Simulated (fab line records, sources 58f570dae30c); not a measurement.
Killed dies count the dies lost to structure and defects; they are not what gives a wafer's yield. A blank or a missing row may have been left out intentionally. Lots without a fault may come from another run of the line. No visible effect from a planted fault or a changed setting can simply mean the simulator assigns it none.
8D (eight disciplines) problem report, filled in by code	flow berkeley-cmos170	the parts of the form that need people (team, actions taken, sign-off) are left out

## 1. PROBLEM STATEMENT
oes-product-au at UCB170_PWELL_STRIP_16 reads a mean of 0.796 a.u. on 5 wafers of 2 lots; wafers without a fault read 0.721 a.u. with a standard deviation of 0.0044. That is +17 standard deviations from the usual mean.
The step: strips in O2.
Seen first at day 5 20:52 on plasma-asher-02, wafer L837.2. The record holds 42 wafers of 14 lots with a number at this step. By rule, "out" or "out of limits" means more than 4 standard deviations away from the usual mean. All remaining wafers that have a number are taken as sound.

## 2. WHAT THIS IS AND IS NOT
question	is	is not
which readings at this step	oes-product-au	drypump-motor-current-A, strip-time-to-endpoint-s
which lots	L837, L838	L824, L825, L826, L830, L831, L832, L833, L834, L840, L843, L845, L847
which wafers of those lots	L837.2, L837.3, L837.6, L838.2, L838.4	L838.3
read on which tools	plasma-asher-02	plasma-asher-03, plasma-asher-04
when	from day 5 20:52	up to then (24 sound wafers); but 13 sound wafers of L838, L840, L843, L845, L847 came after

## 3. WHAT RULES OUT EACH SUSPECT
Counting: a tool at a process step up to the reading stays a suspect if it ran every lot that is out. Sound lots after the first of them don't rule it out here, since some wafers of a struck lot are sound.
- plasma-asher-02 at UCB170_PWELL_STRIP_16 (strips in O2): kept. It ran every lot that is out, first L837 (day 5 20:52); its last sound lot up to then is L834 (day 5 12:47). Its own oes-product-au readings are out on those wafers.
- Within plasma-asher-02 at UCB170_PWELL_STRIP_16, the wafers that are out were processed in chamber 0 and their sound lot-mates in chamber 1.
Remaining after the count: plasma-asher-02 at UCB170_PWELL_STRIP_16.

## 4. THE CAUSE (what the simulator had put in)
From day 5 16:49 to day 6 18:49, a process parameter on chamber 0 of plasma-asher-02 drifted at UCB170_PWELL_STRIP_16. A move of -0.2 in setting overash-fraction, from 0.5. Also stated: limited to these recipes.
This tool alone remained once counting was done.

## 5. SEQUENCE OF EFFECTS, ordered by route
Each row: a reading whose mean over the struck wafers that have a number lies more than 3 standard deviations from the usual. Only readings whose record carries a usual standard deviation are examined. hours: median over the lots of the time between each lot's start at the first step of this table that gives one and its start at this step. sigmas: the change, counted in usual standard deviations.
hours	step	reading	usual	on struck wafers	change	sigmas
0	UCB170_PWELL_STRIP_16	oes-product-au	0.721 a.u.	0.796	+0.075	+17
Process steps it contains:
- UCB170_PWELL_STRIP_16: strips in O2.

## 6. WHAT WOULD HAVE CAUGHT IT SOONER
The fault began at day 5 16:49; the first out-of-limits reading in this record came at day 5 20:52, 4 hours later.
